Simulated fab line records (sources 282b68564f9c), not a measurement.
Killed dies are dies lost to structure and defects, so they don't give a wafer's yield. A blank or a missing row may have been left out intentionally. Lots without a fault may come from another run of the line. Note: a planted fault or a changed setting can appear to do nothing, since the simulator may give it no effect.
fab line records :: flow ritCmos
record:
  lots: 14
  wafers: 42
  lastDay: 7
route steps=202 shown FOX2@23
lots with no fault: from the same line, run without faults
startH: start of the lot's first displayed wafer, in hours after the record's first day :: waitH: hours since the lot's step before :: " same as the row above :: L1.1+2: one row covering several wafers at once :: - no value, or no start was given :: * or withheld: withheld :: < > ~ a bound
route shown NAME@n: NAME is a module with steps in the file, n the number in the route of the first one :: usual: mean and standard deviation over wafers with no fault :: same: alike in all rows :: chamber/n: place in a boat :: sites: readings site by site :: _std_site: the standard deviation of these :: _edge_site: the outer-site mean with the inner-site mean subtracted :: radiusMm: for every site, how far away it sits from the centre of the wafer :: mask NAME#n: copy n :: behind: the most recent tool/chamber to have shaped the wafer :: hold: the reason the lot was held/the length of the hold in hours/how it ended :: device: which transistor (n, p or np) failed to switch :: end of line: tests run on the same wafers once the route is complete :: for a step that has no rows: nothing shown but its recipe :: killed: not the wafer's yield, but the dies lost to structure and defects at the first sort :: map: a wafer's dies, x killed, . not, _ none there
set.NAME: the setting that was run; set.NAME@STEP: the one run at that earlier step :: model.NAME: the simulator's own value behind a step, which no gauge read
one table for each step of the route and one row for each wafer, over a sample of lots
services: the hour from which a tool's chamber was out of use, counted from the record's first day as startH (under 0 if before that day), plus the number of hours and why
== steps ==
step: RIT_FOX2_OXIDATION_00
recipe:
  tempC: 1100
  ambient: H2O
  targetThkA: 3507
  pH2oTorr: 720
  oxTimeS: 1130
usual:
  oxTempC: 1100.0/0.47
  oxTempCMax: 1105.7/1.8
  spikeTcSourceC: 1125.0/2.9
  zonePowerCentrePct: 55/6.2
lot.wafer: L535.1
tool: furnace-03
chamber: 0
startH: 27.93
waitH: 0.0
oxTempC: 1099.8
oxTempCMax: 1106.0
spikeTcSourceC: 1122.9
zonePowerCentrePct: 50

lot.wafer: L535.3
tool: furnace-03
chamber: 0
startH: 27.93
waitH: 0.0
oxTempC: 1100.2
oxTempCMax: 1108.7
spikeTcSourceC: 1122.8
zonePowerCentrePct: 51

lot.wafer: L535.4
tool: furnace-03
chamber: 0
startH: 27.93
waitH: 0.0
oxTempC: 1099.8
oxTempCMax: 1108.1
spikeTcSourceC: 1123.2
zonePowerCentrePct: 51

lot.wafer: L541.2
tool: furnace-04
chamber: 0
startH: 57.14
waitH: 0.0
oxTempC: 1099.5
oxTempCMax: 1107.5
spikeTcSourceC: 1122.4
zonePowerCentrePct: 50

lot.wafer: L541.3
tool: furnace-04
chamber: 0
startH: 57.14
waitH: 0.0
oxTempC: 1099.7
oxTempCMax: 1105.3
spikeTcSourceC: 1123.9
zonePowerCentrePct: 51

lot.wafer: L541.5
tool: furnace-04
chamber: 0
startH: 57.14
waitH: 0.0
oxTempC: 1099.4
oxTempCMax: 1104.4
spikeTcSourceC: 1122.8
zonePowerCentrePct: 51

lot.wafer: L543.1
tool: furnace-04
chamber: 0
startH: 67.03
waitH: 0.0
oxTempC: 1100.1
oxTempCMax: 1105.5
spikeTcSourceC: 1122.5
zonePowerCentrePct: 51

lot.wafer: L543.2
tool: furnace-04
chamber: 0
startH: 67.03
waitH: 0.0
oxTempC: 1099.6
oxTempCMax: 1106.4
spikeTcSourceC: 1122.9
zonePowerCentrePct: 51

lot.wafer: L543.3
tool: furnace-04
chamber: 0
startH: 67.03
waitH: 0.0
oxTempC: 1100.2
oxTempCMax: 1105.8
spikeTcSourceC: 1124.3
zonePowerCentrePct: 51

lot.wafer: L545.3
tool: furnace-01
chamber: -
startH: 77.74
waitH: 0.7
oxTempC: -
oxTempCMax: -
spikeTcSourceC: -
zonePowerCentrePct: -

lot.wafer: L545.5
tool: furnace-01
chamber: -
startH: 77.74
waitH: 0.7
oxTempC: -
oxTempCMax: -
spikeTcSourceC: -
zonePowerCentrePct: -

lot.wafer: L545.6
tool: furnace-01
chamber: -
startH: 77.74
waitH: 0.7
oxTempC: -
oxTempCMax: -
spikeTcSourceC: -
zonePowerCentrePct: -

lot.wafer: L546.3
tool: furnace-01
chamber: -
startH: 82.28
waitH: 0.1
oxTempC: -
oxTempCMax: -
spikeTcSourceC: -
zonePowerCentrePct: -

lot.wafer: L546.4
tool: furnace-01
chamber: -
startH: 82.28
waitH: 0.1
oxTempC: -
oxTempCMax: -
spikeTcSourceC: -
zonePowerCentrePct: -

lot.wafer: L546.6
tool: furnace-01
chamber: -
startH: 82.28
waitH: 0.1
oxTempC: -
oxTempCMax: -
spikeTcSourceC: -
zonePowerCentrePct: -

lot.wafer: L547.1
tool: furnace-03
chamber: 0
startH: 88.66
waitH: 0.1
oxTempC: 1100.0
oxTempCMax: 1107.6
spikeTcSourceC: 1121.6
zonePowerCentrePct: 51

lot.wafer: L547.2
tool: furnace-03
chamber: 0
startH: 88.66
waitH: 0.1
oxTempC: 1100.2
oxTempCMax: 1108.0
spikeTcSourceC: 1122.7
zonePowerCentrePct: 51

lot.wafer: L547.5
tool: furnace-03
chamber: 0
startH: 88.66
waitH: 0.1
oxTempC: 1100.4
oxTempCMax: 1107.6
spikeTcSourceC: 1124.4
zonePowerCentrePct: 51

lot.wafer: L548.1
tool: furnace-04
chamber: 0
startH: 92.09
waitH: 0.0
oxTempC: 1099.7
oxTempCMax: 1105.8
spikeTcSourceC: 1122.5
zonePowerCentrePct: 51

lot.wafer: L548.2
tool: furnace-04
chamber: 0
startH: 92.09
waitH: 0.0
oxTempC: 1098.5
oxTempCMax: 1106.5
spikeTcSourceC: 1125.6
zonePowerCentrePct: 52

lot.wafer: L548.5
tool: furnace-04
chamber: 0
startH: 92.09
waitH: 0.0
oxTempC: 1099.9
oxTempCMax: 1106.6
spikeTcSourceC: 1123.5
zonePowerCentrePct: 51

lot.wafer: L549.1
tool: furnace-01
chamber: 0
startH: 97.63
waitH: 0.0
oxTempC: 1100.0
oxTempCMax: 1103.2
spikeTcSourceC: 1129.4
zonePowerCentrePct: 64

lot.wafer: L549.5
tool: furnace-01
chamber: 0
startH: 97.63
waitH: 0.0
oxTempC: 1100.4
oxTempCMax: 1103.1
spikeTcSourceC: 1129.4
zonePowerCentrePct: 64

lot.wafer: L549.6
tool: furnace-01
chamber: 0
startH: 97.63
waitH: 0.0
oxTempC: 1100.6
oxTempCMax: 1104.3
spikeTcSourceC: 1128.9
zonePowerCentrePct: 65

lot.wafer: L550.2
tool: furnace-01
chamber: 0
startH: 102.05
waitH: 0.0
oxTempC: 1100.1
oxTempCMax: 1103.3
spikeTcSourceC: 1128.9
zonePowerCentrePct: 65

lot.wafer: L550.3
tool: furnace-01
chamber: 0
startH: 102.05
waitH: 0.0
oxTempC: 1099.5
oxTempCMax: 1102.6
spikeTcSourceC: 1127.2
zonePowerCentrePct: 64

lot.wafer: L550.5
tool: furnace-01
chamber: 0
startH: 102.05
waitH: 0.0
oxTempC: 1100.3
oxTempCMax: 1103.9
spikeTcSourceC: 1128.6
zonePowerCentrePct: 64

lot.wafer: L551.2
tool: furnace-01
chamber: 0
startH: 108.13
waitH: 0.9
oxTempC: 1099.9
oxTempCMax: 1103.6
spikeTcSourceC: 1128.9
zonePowerCentrePct: 66

lot.wafer: L551.3
tool: furnace-01
chamber: 0
startH: 108.13
waitH: 0.9
oxTempC: 1100.5
oxTempCMax: 1103.6
spikeTcSourceC: 1128.7
zonePowerCentrePct: 64

lot.wafer: L551.4
tool: furnace-01
chamber: 0
startH: 108.13
waitH: 0.9
oxTempC: 1100.0
oxTempCMax: 1102.8
spikeTcSourceC: 1128.9
zonePowerCentrePct: 64

lot.wafer: L552.1
tool: furnace-04
chamber: 0
startH: 112.09
waitH: 0.0
oxTempC: 1099.9
oxTempCMax: 1106.5
spikeTcSourceC: 1123.9
zonePowerCentrePct: 51

lot.wafer: L552.2
tool: furnace-04
chamber: 0
startH: 112.09
waitH: 0.0
oxTempC: 1100.3
oxTempCMax: 1106.0
spikeTcSourceC: 1122.7
zonePowerCentrePct: 51

lot.wafer: L552.3
tool: furnace-04
chamber: 0
startH: 112.09
waitH: 0.0
oxTempC: 1100.3
oxTempCMax: 1106.1
spikeTcSourceC: 1121.6
zonePowerCentrePct: 51

lot.wafer: L554.1
tool: furnace-03
chamber: 0
startH: 122.89
waitH: 0.0
oxTempC: 1100.7
oxTempCMax: 1108.1
spikeTcSourceC: 1121.8
zonePowerCentrePct: 50

lot.wafer: L554.3
tool: furnace-03
chamber: 0
startH: 122.89
waitH: 0.0
oxTempC: 1101.4
oxTempCMax: 1110.6
spikeTcSourceC: 1124.0
zonePowerCentrePct: 50

lot.wafer: L554.5
tool: furnace-03
chamber: 0
startH: 122.89
waitH: 0.0
oxTempC: 1100.3
oxTempCMax: 1106.8
spikeTcSourceC: 1124.3
zonePowerCentrePct: 51

lot.wafer: L555.2
tool: furnace-04
chamber: 0
startH: 127.87
waitH: 0.0
oxTempC: 1099.4
oxTempCMax: 1105.1
spikeTcSourceC: 1123.7
zonePowerCentrePct: 51

lot.wafer: L555.3
tool: furnace-04
chamber: 0
startH: 127.87
waitH: 0.0
oxTempC: 1099.9
oxTempCMax: 1106.0
spikeTcSourceC: 1122.5
zonePowerCentrePct: 51

lot.wafer: L555.5
tool: furnace-04
chamber: 0
startH: 127.87
waitH: 0.0
oxTempC: 1099.7
oxTempCMax: 1106.1
spikeTcSourceC: 1122.6
zonePowerCentrePct: 50

lot.wafer: L556.1
tool: furnace-04
chamber: 0
startH: 132.08
waitH: 0.0
oxTempC: 1100.0
oxTempCMax: 1107.3
spikeTcSourceC: 1123.6
zonePowerCentrePct: 51

lot.wafer: L556.3
tool: furnace-04
chamber: 0
startH: 132.08
waitH: 0.0
oxTempC: 1100.4
oxTempCMax: 1108.3
spikeTcSourceC: 1122.4
zonePowerCentrePct: 50

lot.wafer: L556.5
tool: furnace-04
chamber: 0
startH: 132.08
waitH: 0.0
oxTempC: 1100.6
oxTempCMax: 1105.9
spikeTcSourceC: 1122.7
zonePowerCentrePct: 51
== services ==
tool: furnace-03
chamber: -
startH: 48.33
hours: 3.4
kind: pm

tool: furnace-04
chamber: -
startH: 107.05
hours: 3.3
kind: pm

tool: furnace-01
chamber: -
startH: 114.00
hours: 3.2
kind: pm

tool: furnace-01
chamber: -
startH: 123.80
hours: 3.1
kind: pm
== key ==
firstSign:
  step: RIT_FOX2_OXIDATION_00
  reading: toolRecord
  direction: missing
effect none on later readings
metAt RIT_FOX2_OXIDATION_00
struckLots L545,L546
laterRowsLeftOut L545.3,L545.5,L545.6,L546.3,L546.4,L546.6
sortLeftOut L545.3,L545.5,L545.6,L546.3,L546.4,L546.6
testerLeftOut L545,L546
fault:
  kind: skippedStepWhole
  tool: furnace-01
  chamber: -
  onsetH: 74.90
  steps: RIT_FOX2_OXIDATION_00
  scope: struckLotsOnly
testerLeftOut: of these lots the tester's yield and bins aren't shown, on N5 and GAA mostly nor the transistor test; their killed dies are dies lost to structure and defects alone, not to doping, threshold or leakage, so they don't give the yield
sortLeftOut: the simulated sort isn't trusted on such a fault, so these wafers' sort isn't shown, and their yield isn't known
laterRowsLeftOut: the simulator's readings of these wafers behind a module that went badly wrong aren't trusted and aren't shown, but for the sort
